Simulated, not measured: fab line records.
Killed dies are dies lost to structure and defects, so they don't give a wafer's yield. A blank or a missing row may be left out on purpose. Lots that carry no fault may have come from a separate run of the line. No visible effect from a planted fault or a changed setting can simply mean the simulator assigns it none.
One fault seen from 2 desks :: flow ritCmos :: each desk has only its own numbers; what lay behind them comes last

## METROLOGY DESK
What the gauges read for every lot (on any tool): the sampled wafers with a number, averaged. Marked OUT: a lot whose mean sits more than 4 standard deviations from the usual mean, which makes it out of limits; the brackets give that distance.
Columns: A = SPACER_NITRIDE_THK at RIT_SPACER_THK_MEAS_04, usual 250.9 nm
lot: L692
first seen here: day 3 09:38
A: 258.7

lot: L693
first seen here: day 3 13:47
A: 252.2

lot: L695
first seen here: day 4 00:57
A: 251.4

lot: L697
first seen here: day 4 10:21
A: 253.2

lot: L698
first seen here: day 4 18:03
A: 251.9

lot: L699
first seen here: day 5 00:23
A: 250.5

lot: L700
first seen here: day 5 02:08
A: 246.3

lot: L701
first seen here: day 5 09:20
A: 246.6

lot: L702
first seen here: day 5 16:39
A: 252.6

lot: L704
first seen here: day 5 21:04
A: 251.4

lot: L709
first seen here: day 7 05:52
A: 248.0

lot: L710
first seen here: day 7 11:47
A: 254.6

lot: L711
first seen here: day 7 13:21
A: 250.5

lot: L713
first seen here: day 8 09:29
A: 252.8
Finding of this desk: none of the 14 lots has anything out of limits.

## AT THE TOOL OWNER'S DESK: rieMetal-04
The tool's own readings at RIT_M1_METAL_ETCH_12 (etches Al in Cl2/BCl3, stops on SiO2, time 165 s, target depth 600 nm): means of the sampled wafers that have a number, for each lot that ran on this tool. Marked OUT: a lot whose mean sits more than 4 standard deviations from the usual mean, which makes it out of limits; the brackets give that distance.
Columns: A = bcl3FlowSccm at RIT_M1_METAL_ETCH_12, usual 49.99 sccm; B = drypumpMotorCurrentA at RIT_M1_METAL_ETCH_12, usual 5.7 A; C = oesProductAu at RIT_M1_METAL_ETCH_12, usual 0.769 a.u.; D = runLengthS at RIT_M1_METAL_ETCH_12, usual 193.5 s; E = throttleValvePct at RIT_M1_METAL_ETCH_12, usual 8.24 %
lot: L692
first seen here: day 3 18:25
A: 49.88
B: 5.6
C: 0.769
D: 193.4
E: 8.30

lot: L695
first seen here: day 4 09:32
A: 49.88
B: 5.6
C: 0.784
D: 193.3
E: 8.29

lot: L698
first seen here: day 5 03:07
A: 50.06
B: 5.6
C: 0.786
D: 193.2
E: 8.29

lot: L701
first seen here: day 5 18:05
A: 49.97
B: 5.6
C: 0.786
D: 193.2
E: 8.29

lot: L704
first seen here: day 6 06:16
A: 50.03
B: 5.6
C: 0.803
D: 189.4 (-10) OUT
E: 8.29

lot: L709
first seen here: day 7 14:53
A: 50.02
B: 5.6
C: 0.795
D: 189.4 (-10) OUT
E: 8.29
This desk's verdict: out of limits on L704, L709, starting with L704 at day 6 06:16 (runLengthS at RIT_M1_METAL_ETCH_12). In limits: L692, L695, L698, L701.

## BROUGHT TOGETHER
On L704, L709, at day 6 06:16, an alarm was possible from the tool owner's desk.
Metrology desk: nothing out of limits seen.
The metrology desk holds a record of L704, L709, inside its limits.
All the named lots went through RIT_M1_METAL_ETCH_12 on rieMetal-04.

## WHAT THE SIMULATOR HAD INSERTED
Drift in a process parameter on rieMetal-04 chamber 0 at RIT_M1_METAL_ETCH_12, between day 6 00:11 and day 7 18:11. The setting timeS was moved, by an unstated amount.
Lots struck among those shown: L704, L709.
Hours from the fault's start to each desk's first reading out of limits: the tool owner's desk, 6.
